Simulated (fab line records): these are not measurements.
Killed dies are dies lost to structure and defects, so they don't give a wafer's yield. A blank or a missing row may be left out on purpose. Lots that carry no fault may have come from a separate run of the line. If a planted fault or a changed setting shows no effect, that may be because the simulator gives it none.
Which tool is to blame?    flow berkeley_cmos170    Sampling: 14 lots, 42 wafers, 2 of 331 route steps

## WHAT EACH GAUGE READ, for each wafer
Not one reading of a measure or inspect step in the record can be checked against a usual standard deviation.

## EACH LOT AND THE TOOL THAT RAN IT (in order: tool; ch and the chambers of the sampled wafers; start)
lot   UCB170_NWELL_ETCH_13               UCB170_NWELL_STRIP_15
L531  rie_diel-03 ch 0,1,2, day 2 10:23  plasma_asher-04 ch 0,1, day 2 10:38
L532  rie_diel-04 ch 0,2,3, day 2 16:26  plasma_asher-01 ch 0,1, day 2 16:41
L533  rie_diel-04 ch 0,3, day 3 01:23    plasma_asher-02 ch 0,1, day 3 01:38
L534  rie_diel-03 ch 0,1,3, day 3 01:37  plasma_asher-04 ch 0,1, day 3 01:53
L535  rie_diel-04 ch 1,2,3, day 3 09:13  plasma_asher-02 ch 0,1, day 3 09:28
L536  rie_diel-01 ch 1,2,3, day 3 09:29  plasma_asher-01 ch 0,1, day 3 09:44
L537  rie_diel-03 ch 0,1,2, day 3 14:23  plasma_asher-01 ch 0,1, day 3 14:38
L539  rie_diel-03 ch 0,3, day 3 21:37    plasma_asher-02 ch 1, day 3 21:52
L541  rie_diel-03 ch 0,3, day 4 06:28    plasma_asher-01 ch 0,1, day 4 06:45
L547  rie_diel-01 ch 0,1,3, day 5 18:41  plasma_asher-04 ch 0, day 5 18:56
L548  rie_diel-01 ch 0,1,2, day 5 20:05  plasma_asher-04 ch 1, day 5 20:20
L550  rie_diel-04 ch 0,1,2, day 6 08:48  plasma_asher-02 ch 0,1, day 6 09:04
L553  rie_diel-03 ch 1,2,3, day 6 23:38  plasma_asher-04 ch 0,1, day 6 23:53
L554  rie_diel-01 ch 0,2, day 7 04:26    plasma_asher-01 ch 0,1, day 7 04:44
- UCB170_NWELL_ETCH_13: etches Si3N4 in CH3F/Ar/O2, stops on SiO2, target depth 246.4 nm, time 154 s.
- UCB170_NWELL_STRIP_15: strips in O2.

## WHAT THE TOOLS THEMSELVES READ (means of the sampled wafers that have a number; where no wafer has one, the mark that the record gives instead)
UCB170_NWELL_ETCH_13.
lot   tool         CH3F_flow_sccm (sccm)  O2_flow_sccm (sccm)  drypump_motor_current_A (A)  oes_product_au (a.u.)  throttle_valve_pct (%)
L531  rie_diel-03  19.97                  7.012                5.44                         0.931                  7.88
L532  rie_diel-04  20.01                  7.011                5.31                         0.952                  7.99
L533  rie_diel-04  20.01                  7.009                5.60                         0.957                  8.00
L534  rie_diel-03  19.94                  7.001                5.53                         0.929                  7.92
L535  rie_diel-04  20.02                  7.025                5.31                         0.942                  8.06
L536  rie_diel-01  19.93                  7.007                5.66                         0.951                  7.93
L537  rie_diel-03  20.00                  6.992                5.41                         0.923                  7.88
L539  rie_diel-03  19.93                  7.010                5.50                         0.936                  7.97
L541  rie_diel-03  19.93                  7.001                5.48                         0.925                  7.98
L547  rie_diel-01  -                      -                    -                            -                      -
L548  rie_diel-01  -                      -                    -                            -                      -
L550  rie_diel-04  19.94                  7.012                5.57                         0.939                  8.10
L553  rie_diel-03  20.00                  6.992                5.44                         0.935                  7.87
L554  rie_diel-01  20.08                  7.019                5.77                         0.968                  8.06

UCB170_NWELL_STRIP_15.
lot   tool             drypump_motor_current_A (A)  oes_product_au (a.u.)  strip_time_to_endpoint_s (s)
L531  plasma_asher-04  6.0                          0.718                  18.22
L532  plasma_asher-01  5.3                          0.723                  18.02
L533  plasma_asher-02  5.8                          0.723                  18.08
L534  plasma_asher-04  6.0                          0.718                  18.23
L535  plasma_asher-02  5.8                          0.722                  17.98
L536  plasma_asher-01  5.3                          0.723                  18.01
L537  plasma_asher-01  5.3                          0.720                  17.90
L539  plasma_asher-02  6.1                          0.719                  18.01
L541  plasma_asher-01  5.3                          0.724                  18.09
L547  plasma_asher-04  5.3                          0.732                  21.55
L548  plasma_asher-04  6.4                          0.734                  21.64
L550  plasma_asher-02  5.8                          0.720                  18.00
L553  plasma_asher-04  5.7                          0.720                  18.13
L554  plasma_asher-01  5.4                          0.721                  17.87

## THE ANSWER, worked out from the rows above alone
Rule: the usual values come from the lots themselves. Put in order of their means at a reading, lots are off if they are a third of the lots or fewer, leave a main group of 4 or more, and stand apart from it by a gap of 3 or more times the standard deviation of the main group's means; of several such gaps the widest counts. Not used: any main group whose means are identical at the precision the tables above print for the reading. A lot without any number at a reading at which 4 lots or more have one is off too. The other lots that the step has rows for count as sound. First the gauges in route order, then the tools' own readings, where a lot's mean is used as printed above. The first step at which some lot is off is used, and at that step the reading that is off furthest; a lot without a number counts as furthest.
Off: L547, L548, at UCB170_NWELL_ETCH_13 (CH3F_flow_sccm). Without a number there: L547, L548. Mean 19.98 sccm and standard deviation 0.046 in the main group.
A tool fits if, at that step or a process step before it, it ran every lot that is off, and no sound lot after the first of them. No candidate that was tried fits.

## WHAT THE SIMULATOR PUT IN
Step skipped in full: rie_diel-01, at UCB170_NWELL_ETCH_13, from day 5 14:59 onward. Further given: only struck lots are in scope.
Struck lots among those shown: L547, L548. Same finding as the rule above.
